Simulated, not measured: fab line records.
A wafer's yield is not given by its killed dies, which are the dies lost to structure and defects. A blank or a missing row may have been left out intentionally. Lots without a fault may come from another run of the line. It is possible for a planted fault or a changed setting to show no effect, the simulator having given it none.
fab line records    flow ritCmos
record lots=6  wafers=18  lastDay=6
route steps=202 shown CONTACT@172 M1@184
lots untouched by any fault: they come from a run of this same line in which no faults occurred
startH: the number of hours between the record's first day and the start of the first shown wafer of the lot    waitH: hours from the lot's prior step to this one    " the same as in the row above    L1.1+2: a single row standing in for several wafers    - value missing, or start not given    * or withheld: withheld    < > ~ a bound
route shown NAME@n: names a module that has steps shown in the file, with the first one's number in the route    usual: mean/standard deviation of fault-free wafers    same: alike in all rows    chamber/n: place in a boat    sites: per-site readings    _std_site: standard deviation across them    _edge_site: the outer-site mean with the inner-site mean subtracted    radiusMm: how far each site lies from the wafer's centre    mask NAME#n: copy n    behind: the most recent tool/chamber to have shaped the wafer    hold: the reason the lot was held/the length of the hold in hours/how it ended    device: transistor that didn't switch, given as n, p or np    end of line: tests of these same wafers at the route's end    a step with no rows: only its recipe    killed: dies that structure and defects cost at the first sort, which is not the same as the wafer's yield    map: the dies of a wafer, with x for killed, . for not killed, _ for no die there
set.NAME: the setting that was run; set.NAME@STEP: the one run at that earlier step    model.NAME: the simulator's own value behind a step, which no gauge read
lots seen at some steps along the route; tables by step, rows by wafer
services: the hour from which a tool's chamber was out of use, counted from the record's first day as startH (under 0 if before that day), plus the number of hours and why
## steps
# step RIT_CONTACT_SOFTBAKE_04
# recipe resist=NOVOLAK  tempC=90  timeS=60
# step RIT_CONTACT_EXPOSE_05
# recipe maskId=M11  na=0.6  sourceShape=conventional  sigmaOuter=0.5  targetCdNm=1000  doseMj=250
# step RIT_CONTACT_PEB_06
# recipe resist=NOVOLAK  tempC=withheld  timeS=withheld
# step RIT_CONTACT_DEVELOP_07
# recipe resist=NOVOLAK  developTimeS=120  devTempC=24.23
# step RIT_CONTACT_CD_MEAS_08
# recipe targetCdNm=1000
# usual cdNm=999.5/2.3
lot.wafer  tool      chamber  startH  waitH  cdNm
L553.1     cdSem-01  -        58.33   -      1000.4
L553.2     "         -        "       "      1000.5
L553.6     "         -        "       "      1001.9
L554.1     cdSem-01  -        66.63   -      997.2
L554.5     "         -        "       "      997.0
L554.6     "         -        "       "      999.3
L560.1     cdSem-01  -        93.52   -      1003.9
L560.2     "         -        "       "      1002.9
L560.5     "         -        "       "      1003.8
L562.1     cdSem-01  -        102.47  -      998.2
L562.2     "         -        "       "      998.5
L562.3     "         -        "       "      995.3
L568.3     cdSem-02  -        132.95  -      998.6
L568.5     "         -        "       "      1001.1
L568.6     "         -        "       "      1000.8
L571.2     cdSem-01  -        149.13  -      997.7
L571.3     "         -        "       "      997.3
L571.6     "         -        "       "      999.7
# step RIT_CONTACT_OVL_MEAS_09
# usual CONTACT_OVL=-1.0/1.4
lot.wafer  tool        chamber  startH  waitH  CONTACT_OVL[nm]
L553.1     overlay-01  -        58.45   0.1    0.1
L553.2     "           -        "       "      -1.1
L553.6     "           -        "       "      -1.8
L554.1     overlay-01  -        66.75   0.1    -3.2
L554.5     "           -        "       "      -4.6
L554.6     "           -        "       "      -2.5
L560.1     overlay-01  -        93.64   0.1    -3.4
L560.2     "           -        "       "      -3.2
L560.5     "           -        "       "      -3.4
L562.1     overlay-02  -        102.59  0.1    0.3
L562.2     "           -        "       "      -0.5
L562.3     "           -        "       "      -0.5
L568.3     overlay-02  -        133.04  0.1    -3.2
L568.5     "           -        "       "      -2.7
L568.6     "           -        "       "      -2.9
L571.2     overlay-01  -        149.23  0.1    0.1
L571.3     "           -        "       "      1.7
L571.6     "           -        "       "      1.0
# step RIT_CONTACT_HARDBAKE_10
# recipe resist=NOVOLAK  tempC=140  timeS=60
# step RIT_CONTACT_ETCH_11
# recipe targetDepthA=4800  overEtchFrac=0.2  stopOn=TiSi2  chemistry=CHF3/CF4/Ar  target=SiO2  CHF3_flow_sccm=50  cf4FlowSccm=10  Ar_flow_sccm=100  O2_flow_sccm=5  pressureMtorr=100  rfW=200  timeS=320
# usual O2_flow_sccm=4.999/0.016  drypumpMotorCurrentA=5.9/0.41  oesProductAu=0.985/0.0097  throttleValvePct=8.91/0.17
lot.wafer  tool        chamber  startH  waitH  O2_flow_sccm  drypumpMotorCurrentA  oesProductAu  rfHoursCounterH  throttleValvePct
L553.1     rieDiel-03  2        58.63   0.1    4.974         5.6                   0.983         110              8.94
L553.2     "           1        "       "      4.963         6.0                   0.990         47               8.56
L553.6     "           2        "       "      5.002         5.6                   0.984         -                8.95
L554.1     rieDiel-02  0        66.93   0.1    4.962         5.7                   0.991         83               9.02
L554.5     "           1        "       "      5.024         5.9                   1.002         -                9.10
L554.6     "           0        "       "      4.981         5.7                   0.980         -                9.02
L560.1     rieDiel-04  2        93.82   0.1    4.992         6.1                   0.991         15               9.03
L560.2     "           1        "       "      4.987         5.3                   0.968         8                9.09
L560.5     "           1        "       "      4.999         5.3                   0.972         -                9.10
L562.1     rieDiel-02  1        102.87  0.1    5.021         5.9                   1.002         125              9.13
L562.2     "           0        "       "      5.010         5.7                   0.981         84               9.01
L562.3     "           3        "       "      4.980         6.0                   0.966         52               8.79
L568.3     rieDiel-03  1        133.21  0.1    4.999         6.0                   0.982         49               8.55
L568.5     "           2        "       "      5.021         5.6                   0.980         -                8.93
L568.6     "           3        "       "      4.998         5.7                   0.989         -                8.76
L571.2     rieDiel-02  3        149.41  0.1    5.012         6.0                   0.973         54               8.79
L571.3     "           1        "       "      5.009         5.9                   0.993         126              9.11
L571.6     "           3        "       "      4.987         6.1                   0.967         -                8.77
# step RIT_CONTACT_STRIP_12
# recipe chemistry=O2  timeS=180  resist=NOVOLAK  platenTempC=withheld  powerW=500  pressureMtorr=4000  o2FlowSccm=4000
# usual drypumpMotorCurrentA=5.9/0.67  o2FlowSccm=4000/13
lot.wafer  tool            chamber  startH  waitH  drypumpMotorCurrentA  o2FlowSccm  rfHoursCounterH
L553.1     plasmaAsher-01  0        58.83   0.1    6.6                   4009        41
L553.2     "               1        "       "      6.0                   4009        41
L553.6     "               1        "       "      6.1                   4004        -
L554.1     plasmaAsher-03  1        67.13   0.1    5.1                   4004        26
L554.5     "               1        "       "      5.1                   4004        -
L554.6     "               0        "       "      6.1                   3983        -
L560.1     plasmaAsher-01  1        94.02   0.1    6.0                   4009        45
L560.2     "               0        "       "      6.6                   4006        45
L560.5     "               1        "       "      6.0                   3999        -
L562.1     plasmaAsher-03  0        103.06  0.1    6.1                   3984        30
L562.2     "               1        "       "      5.1                   4011        30
L562.3     "               0        "       "      6.2                   4004        -
L568.3     plasmaAsher-02  1        133.46  0.2    6.4                   4008        -
L568.5     "               0        "       "      4.6                   4021        -
L568.6     "               1        "       "      6.4                   3991        -
L571.2     plasmaAsher-01  1        149.61  0.1    6.0                   4001        51
L571.3     "               1        "       "      6.0                   4015        -
L571.6     "               0        "       "      6.6                   3986        -
# step RIT_CONTACT_CD_MEAS_90
# recipe targetCdNm=1000
# usual cdNm=999.6/2.4
lot.wafer  tool      chamber  startH  waitH  cdNm
L553.1     cdSem-01  -        59.00   0.1    1000.3
L553.2     "         -        "       "      1001.3
L553.6     "         -        "       "      1002.1
L554.1     cdSem-01  -        67.30   0.1    997.0
L554.5     "         -        "       "      997.2
L554.6     "         -        "       "      998.8
L560.1     cdSem-01  -        94.19   0.1    1003.6
L560.2     "         -        "       "      1003.5
L560.5     "         -        "       "      1003.9
L562.1     cdSem-01  -        103.35  0.2    998.6
L562.2     "         -        "       "      998.3
L562.3     "         -        "       "      995.8
L568.3     cdSem-02  -        133.62  0.1    998.9
L568.5     "         -        "       "      1000.8
L568.6     "         -        "       "      1000.1
L571.2     cdSem-02  -        149.80  0.1    997.2
L571.3     "         -        "       "      997.8
L571.6     "         -        "       "      999.0
# step RIT_CONTACT_CLEAN_13
# recipe chemistry=SC1  mix=3:3:50  timeS=600  tempC=75
# step RIT_CONTACT_CLEAN_14
# recipe chemistry=SC2  mix=3:3:50  timeS=600  tempC=75  dry=n2Spin
# step RIT_M1_SPUTTER_00
# recipe material=Al  targetThkNm=400  powerW=2000  chamberPressurePa=0.4  gas=Ar  timeS=487  substrateTempC=25
# usual cathodeDcPowerW=2000.0/0.35  throttleValvePct=29.7/0.92
lot.wafer  tool           chamber  startH  waitH  cathodeDcPowerW  throttleValvePct  model.Al_of_M1_SPUTTER_00.thkNm
L553.1     pvdSputter-02  -        59.51   0.0    1999.9           31.1              395.2
L553.2     "              -        "       "      2000.9           29.3              387.8
L553.6     "              -        "       "      2000.1           29.6              395.1
L554.1     pvdSputter-01  -        67.79   0.0    2000.1           28.9              384.7
L554.5     "              -        "       "      2000.0           30.0              391.7
L554.6     "              -        "       "      1999.9           30.5              381.7
L560.1     pvdSputter-01  -        94.66   0.0    1999.7           29.9              444.7
L560.2     "              -        "       "      2000.1           28.7              436.1
L560.5     "              -        "       "      2000.3           28.8              433.6
L562.1     pvdSputter-01  -        103.84  0.0    2000.0           28.3              430.5
L562.2     "              -        "       "      2000.5           30.9              436
L562.3     "              -        "       "      1999.8           29.2              437.3
L568.3     pvdSputter-02  -        134.05  0.0    1999.8           29.4              390.8
L568.5     "              -        "       "      1999.4           29.5              395.1
L568.6     "              -        "       "      2000.0           28.3              395.3
L571.2     pvdSputter-04  -        150.25  0.0    1999.1           30.6              394.4
L571.3     "              -        "       "      2000.0           29.0              393
L571.6     "              -        "       "      2000.4           29.1              391.8
# step RIT_M1_RS_MEAS_01
# recipe thkMeasGauge=four-point-probe  reads=Al_of_M1_SPUTTER_00
# usual M1_AL_RS=0.0750/0.0011
lot.wafer  tool          chamber  startH  waitH  M1_AL_RS[ohm/sq]
L553.1     filmMetro-03  -        59.80   0.2    0.0744
L553.2     "             -        "       "      0.0758
L553.6     "             -        "       "      0.0744
L554.1     filmMetro-03  -        68.08   0.2    0.0766
L554.5     "             -        "       "      0.0751
L554.6     "             -        "       "      0.0770
L560.1     filmMetro-03  -        94.96   0.2    0.0658
L560.2     "             -        "       "      0.0673
L560.5     "             -        "       "      0.0676
L562.1     filmMetro-01  -        104.13  0.2    0.0680
L562.2     "             -        "       "      0.0673
L562.3     "             -        "       "      0.0671
L568.3     filmMetro-02  -        134.42  0.2    0.0752
L568.5     "             -        "       "      0.0744
L568.6     "             -        "       "      0.0745
L571.2     filmMetro-02  -        150.57  0.2    0.0745
L571.3     "             -        "       "      0.0748
L571.6     "             -        "       "      0.0750
# step RIT_M1_THK_MEAS_02
# recipe thkMeasGauge=xrf  reads=Al_of_M1_SPUTTER_00
# usual M1_AL_THK=388/5.7
lot.wafer  tool          chamber  startH  waitH  M1_AL_THK[nm]
L553.1     filmMetro-03  -        59.92   0.1    389
L553.2     "             -        "       "      382
L553.6     "             -        "       "      390
L554.1     filmMetro-03  -        68.20   0.1    381
L554.5     "             -        "       "      387
L554.6     "             -        "       "      379
L560.1     filmMetro-03  -        95.08   0.1    440
L560.2     "             -        "       "      432
L560.5     "             -        "       "      430
L562.1     filmMetro-01  -        104.25  0.1    429
L562.2     "             -        "       "      435
L562.3     "             -        "       "      437
L568.3     filmMetro-02  -        134.52  0.1    387
L568.5     "             -        "       "      390
L568.6     "             -        "       "      389
L571.2     filmMetro-02  -        150.68  0.1    391
L571.3     "             -        "       "      388
L571.6     "             -        "       "      387
# step RIT_M1_HMDS_03
# recipe primeTimeS=60  primeTempC=140
# step RIT_M1_COAT_04
# recipe resist=NOVOLAK  spinRpm=2000  resistThkNm=1300
# step RIT_M1_SOFTBAKE_05
# recipe resist=NOVOLAK  tempC=90  timeS=60
# step RIT_M1_EXPOSE_06
# recipe maskId=M12  na=0.6  sourceShape=conventional  sigmaOuter=0.5  targetCdNm=2600  doseMj=250
# step RIT_M1_PEB_07
# recipe resist=NOVOLAK  tempC=withheld  timeS=withheld
# step RIT_M1_DEVELOP_08
# recipe resist=NOVOLAK  developTimeS=68  devTempC=23
# step RIT_M1_CD_MEAS_09
# recipe targetCdNm=2600
# usual cdNm=2600.1/2
lot.wafer  tool      chamber  startH  waitH  cdNm
L553.1     cdSem-01  -        60.99   -      2600.6
L553.2     "         -        "       "      2599.1
L553.6     "         -        "       "      2599.8
L554.1     cdSem-01  -        69.14   -      2600.8
L554.5     "         -        "       "      2600.5
L554.6     "         -        "       "      2600.1
L560.1     cdSem-01  -        96.14   -      2597.6
L560.2     "         -        "       "      2596.8
L560.5     "         -        "       "      2598.3
L562.1     cdSem-01  -        105.32  -      2597.7
L562.2     "         -        "       "      2598.5
L562.3     "         -        "       "      2596.6
L568.3     cdSem-01  -        135.61  -      2602.3
L568.5     "         -        "       "      2601.4
L568.6     "         -        "       "      2599.1
L571.2     cdSem-02  -        151.75  -      2601.8
L571.3     "         -        "       "      2600.9
L571.6     "         -        "       "      2600.2
# step RIT_M1_OVL_MEAS_10
# usual M1_OVL=0.5/1.4
lot.wafer  tool        chamber  startH  waitH  M1_OVL[nm]
L553.1     overlay-01  -        61.11   0.1    0.8
L553.2     "           -        "       "      1.5
L553.6     "           -        "       "      -0.4
L554.1     overlay-02  -        69.26   0.1    -0.9
L554.5     "           -        "       "      -1.0
L554.6     "           -        "       "      -0.7
L560.1     overlay-02  -        96.26   0.1    0.2
L560.2     "           -        "       "      -0.9
L560.5     "           -        "       "      -0.5
L562.1     overlay-01  -        105.44  0.1    1.9
L562.2     "           -        "       "      1.7
L562.3     "           -        "       "      1.0
L568.3     overlay-01  -        135.70  0.1    -2.1
L568.5     "           -        "       "      1.1
L568.6     "           -        "       "      -1.1
L571.2     overlay-02  -        151.86  0.1    1.9
L571.3     "           -        "       "      1.7
L571.6     "           -        "       "      2.1
# step RIT_M1_HARDBAKE_11
# recipe resist=NOVOLAK  tempC=140  timeS=120
# step RIT_M1_METAL_ETCH_12
# recipe stopOn=SiO2  chemistry=Cl2/BCl3  target=Al  timeS=165  overEtchFrac=0.5  pressureMtorr=100  targetDepthA=6000  rfW=259.4  Cl2_flow_sccm=60  bcl3FlowSccm=50
# usual drypumpMotorCurrentA=5.63/0.19  oesProductAu=0.770/0.016  throttleValvePct=8.27/0.097
lot.wafer  tool         chamber  startH  waitH  drypumpMotorCurrentA  oesProductAu  rfHoursCounterH  throttleValvePct
L553.1     rieMetal-02  0        61.39   0.2    5.28                  0.796         34               8.12
L553.2     "            1        "       "      5.85                  0.741         35               8.33
L553.6     "            0        "       "      5.26                  0.797         -                8.11
L554.1     rieMetal-01  0        69.55   0.2    5.52                  0.773         4                8.37
L554.5     "            0        "       "      5.49                  0.781         -                8.36
L554.6     "            1        "       "      5.62                  0.768         -                8.17
L560.1     rieMetal-01  0        96.57   0.2    5.53                  0.836         4                8.35
L560.2     "            1        "       "      5.58                  0.820         4                8.16
L560.5     "            1        "       "      5.60                  0.819         -                8.15
L562.1     rieMetal-02  1        105.72  0.2    5.81                  0.796         36               8.31
L562.2     "            0        "       "      5.28                  0.848         35               8.09
L562.3     "            0        "       "      5.29                  0.850         -                8.10
L568.3     rieMetal-02  0        136.03  0.2    5.30                  0.797         -                8.11
L568.5     "            0        "       "      5.29                  0.795         -                8.09
L568.6     "            1        "       "      5.82                  0.755         -                8.33
L571.2     rieMetal-01  1        152.14  0.2    5.58                  0.781         5                8.17
L571.3     "            0        "       "      5.54                  0.787         -                8.36
L571.6     "            1        "       "      5.58                  0.777         -                8.19
# step RIT_M1_STRIP_13
# recipe chemistry=nmp  resist=NOVOLAK  tempC=80  timeS=600  dry=n2Spin
# step RIT_M1_PROBE_99
# usual killedAtContacts=0.1/0.23  killedAtFrontEnd=6/3.2  killedDies=7/3.2  killedOnRim=1.7/1.4  killedOpen=3.4/1.8  killedShort=3.2/2.3
# same grossDies=264  killed_at_M0_to_M3=0  killed_at_M4_up=0  killedAtBackSide=0  killedAtOther=0
lot.wafer  tool       chamber  startH  waitH  killedAtContacts  killedAtFrontEnd  killedDies  killedOnRim  killedOpen  killedShort  model.etest.nmos_0p15.junctionLog10AUm  model.etest.nmos_0p3.offLog10AUm  model.etest.gateEndArray.leakLog10AUm  model.etest.nmos_0p3.bvV  model.etest.nmos_0p15.bvV  model.etest.nmos_0p15.offLog10AUm  model.etest.retroEdgeNmos.offLog10AUm  model.etest.pmos_0p15.short
L554.1     prober-01  -        71.80   0.1    0                 6                 6           2            0           6            -13.62                                  -12.9                             -12.77                                 5.531                     5.531                      -9.829                             -9.697                                 0
L554.5     prober-01  -        72.00   0.2    0                 8                 8           1            6           2            -13.62                                  -12.98                            -12.86                                 5.514                     5.514                      -10.06                             -9.914                                 0
L554.6     prober-01  -        72.05   0.2    0                 5                 5           1            3           2            -13.68                                  -13                               -12.86                                 5.542                     5.542                      -10.24                             -10.19                                 0
L560.1     prober-01  -        98.89   0.1    0                 255               255         67           2           1            -                                       -                                 -                                      1.703                     1.703                      -                                  -                                      1
L560.2     prober-01  -        98.94   0.1    0                 249               249         68           3           0            -8.107                                  -8.402                            -8.402                                 3.154                     3.17                       -8.056                             -8.056                                 1
L560.5     prober-01  -        99.09   0.2    0                 251               251         68           3           1            -8.144                                  -7.842                            -7.842                                 2.505                     2.505                      -8.183                             -8.183                                 1
L562.1     prober-01  -        107.97  0.1    0                 259               259         66           2           4            -                                       -                                 -                                      -                         -                          -                                  -                                      1
L562.2     prober-01  -        108.02  0.1    0                 258               258         69           4           5            -                                       -                                 -                                      -                         -                          -                                  -                                      1
L562.3     prober-01  -        108.07  0.2    0                 258               258         67           4           2            -                                       -                                 -                                      -                         -                          -                                  -                                      1
L568.3     prober-01  -        138.33  0.2    0                 6                 6           1            3           3            -13.27                                  -13.2                             -12.92                                 5.516                     5.516                      -9.914                             -9.839                                 0
L568.5     prober-01  -        138.43  0.2    0                 4                 4           0            2           2            -13.42                                  -13.08                            -12.9                                  5.57                      5.57                       -10.4                              -10.23                                 0
L568.6     prober-01  -        138.48  0.2    0                 4                 4           1            1           3            -13.61                                  -13.06                            -12.88                                 5.568                     5.568                      -10.21                             -10.19                                 0
L571.2     prober-02  -        154.44  0.1    0                 7                 7           3            5           2            -13.45                                  -13.25                            -13.07                                 5.544                     5.544                      -10.44                             -10.38                                 0
L571.3     prober-02  -        154.49  0.2    1                 5                 6           3            2           4            -13.58                                  -13.07                            -12.87                                 5.516                     5.516                      -10.52                             -10.3                                  0
L571.6     prober-02  -        154.64  0.2    0                 7                 7           5            4           3            -13.79                                  -13.03                            -12.83                                 5.519                     5.519                      -10.45                             -10.27                                 0
# killed by level:class
L554.1 FOX2:geometricParticle:short=2 SILICIDE:geometricParticle:short=2 GATE:geometricParticle:short=1 REOX:geometricParticle:short=1
L554.5 GATE:geometricParticle:open=3 SPACER:geometricParticle:open=2 FOX2:geometricParticle:short=1 FOX2:geometricParticle:open=1 GATE:geometricParticle:short=1
L554.6 GATE:geometricParticle:open=2 FOX1:geometricParticle:short=1 REOX:geometricParticle:short=1 SILICIDE:geometricParticle:open=1
L560.1 NSD:overlay=252 GATE:geometricParticle:open=2 SPACER:geometricParticle:short=1
L560.2 NSD:overlay=246 GATE:geometricParticle:open=1 SPACER:geometricParticle:open=1 SILICIDE:geometricParticle:open=1
L560.5 NSD:overlay=247 GATE:geometricParticle:open=2 FOX2:geometricParticle:open=1 GATE:geometricParticle:short=1
L562.1 NSD:overlay=253 GATE:geometricParticle:open=2 SILICIDE:geometricParticle:short=2 GATE:geometricParticle:short=1 REOX:geometricParticle:short=1
L562.2 NSD:overlay=249 REOX:geometricParticle:short=3 FOX1:geometricParticle:open=1 GATE:geometricParticle:open=1 GATE:geometricParticle:short=1 REOX:geometricParticle:open=1 SPACER:geometricParticle:short=1 SILICIDE:geometricParticle:open=1
L562.3 NSD:overlay=252 GATE:geometricParticle:open=2 FOX1:geometricParticle:open=1 FOX1:geometricParticle:short=1 REOX:geometricParticle:open=1 SILICIDE:geometricParticle:short=1
L568.3 GATE:geometricParticle:short=2 FOX1:geometricParticle:short=1 FOX1:geometricParticle:open=1 GATE:geometricParticle:open=1 REOX:geometricParticle:open=1
L568.5 FOX2:geometricParticle:open=1 GATE:geometricParticle:short=1 GATE:geometricParticle:open=1 REOX:geometricParticle:short=1
L568.6 SILICIDE:geometricParticle:short=1 GATE:geometricParticle:open=1 GATE:geometricParticle:short=1 REOX:geometricParticle:short=1
L571.2 GATE:geometricParticle:open=4 SILICIDE:geometricParticle:short=2 SPACER:geometricParticle:open=1
L571.3 GATE:geometricParticle:short=4 GATE:geometricParticle:open=1 CONTACT:geometricParticle:open=1
L571.6 ACTIVE:geometricParticle:open=1 FOX1:geometricParticle:short=1 GATE:geometricParticle:short=1 GATE:geometricParticle:open=1 REOX:geometricParticle:open=1 SPACER:geometricParticle:open=1 SILICIDE:geometricParticle:short=1
# map L560.1 (x killed, . not)
________xxxxxxx_______
_____xxxxxxxxxxxxx____
____xxxxxxxxxxxxxxx___
___xxxxxx.xx.xxxxxxx__
__xxxxxxxxxxxxxxx.xxx_
__xxxxxxxxxxxxxxxxxxx_
_xxxxxxxxxxxxxxxxxxxxx
_xxxxxxxxxxxxxx.xxxxxx
_xxxxxxxxxxxxxxxxx.xxx
_.xxxxxxxxxxxxxxxxxxxx
__xxxxxxxxxxxxxxxxxxx_
__xxxxxxxxxxxxxxxxxxx_
___xxxxxxxxx.xxxxxxx__
____.xxxxxxxxxxxxxx___
_____x.xxxxxxxxxxx____
________xxxxxxx_______
# map L562.1 (x killed, . not)
________xxxxxxx_______
_____xxxxxxxxxxxxx____
____.xxxxxxxxxxxxxx___
___xxxxxxxxxxxxxxxxx__
__xxxxxxxxxxxxxxxxxxx_
__xxxxxxxxxxxxxxxxxxx_
_xxxxxxxxxxxxxxxxxxxxx
_xxxxxxxxxxxxxxxxxxxxx
_xxxxxxxxxxxxxxxxxxxxx
_xxxxxxxxxxxxxxxxxxxxx
__xxxxxxxxxxxxxxxxxxx_
__..xxxxxxxxxxxxxxxxx_
___xxxxxxxxxxxxxxxxx__
____xxxx.xxxxxxxxxx___
_____xxxxxxxxxxxxx____
________x.xxxxx_______
## services
tool            chamber  startH  hours  kind
rieDiel-03      -        34.93   0.7    repair
rieDiel-04      0        40.23   6.9    repair
rieDiel-02      1        43.86   9.4    repair
rieDiel-03      3        45.66   4.7    repair
rieDiel-03      3        53.15   5.8    repair
pvdSputter-02   -        56.65   2.5    repair
rieDiel-04      0        81.76   17.9   repair
rieDiel-02      0        87.69   5.5    repair
plasmaAsher-02  -        108.75  9.0    pm
plasmaAsher-02  0        108.75  9.0    ventCycle
plasmaAsher-02  1        108.75  9.0    ventCycle
plasmaAsher-03  -        111.20  2.5    repair
plasmaAsher-02  0        117.75  -      clean
plasmaAsher-02  1        117.75  -      clean
pvdSputter-01   -        120.80  13.5   repair
rieDiel-02      0        125.95  1.6    repair
rieDiel-02      2        135.33  16.1   repair
rieMetal-02     -        136.14  20.0   pm
rieMetal-02     0        136.14  20.0   ventCycle
rieMetal-02     1        136.14  20.0   ventCycle
rieDiel-04      3        136.91  9.2    repair
rieDiel-03      3        140.91  4.5    repair
pvdSputter-01   -        148.84  2.8    repair
pvdSputter-02   -        151.51  2.6    repair
## key
firstSign step=RIT_M1_RS_MEAS_01  reading=M1_AL_RS  direction=down  sigmas=7.2  usual=0.0750  struck=0.0672
effect step=RIT_M1_THK_MEAS_02  reading=M1_AL_THK  direction=up  sigmas=8  usual=388  struck=434
effect step=RIT_M1_METAL_ETCH_12  reading=oesProductAu  direction=up  sigmas=3.7  usual=0.770  struck=0.828
modelEffect step=RIT_M1_SPUTTER_00  value=Al_of_M1_SPUTTER_00.thkNm  without=389.6  struck=436.4
modelEffect step=RIT_M1_PROBE_99  value=etest.nmos_0p15.junctionLog10AUm  without=-13.64  struck=-8.126
metAt RIT_M1_SPUTTER_00
struckWafers L560.1,L560.2,L560.5,L562.1,L562.2,L562.3
testerLeftOut L560,L562
onsetBetween 67.79 94.66
earlierFault kind=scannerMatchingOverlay  tool=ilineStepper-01  chamber=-  onsetH=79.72  steps=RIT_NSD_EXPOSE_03  offset=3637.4
fault kind=processParameterDrift  tool=pvdSputter-01  chamber=-  onsetH=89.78  steps=RIT_M1_SPUTTER_00  channel=targetThkNm  offset=48  shape=step  stated=400
# testerLeftOut: of these lots the tester's yield and bins aren't shown, on N5 and GAA mostly nor the transistor test; their killed dies are dies lost to structure and defects alone, not to doping, threshold or leakage, so they don't give the yield
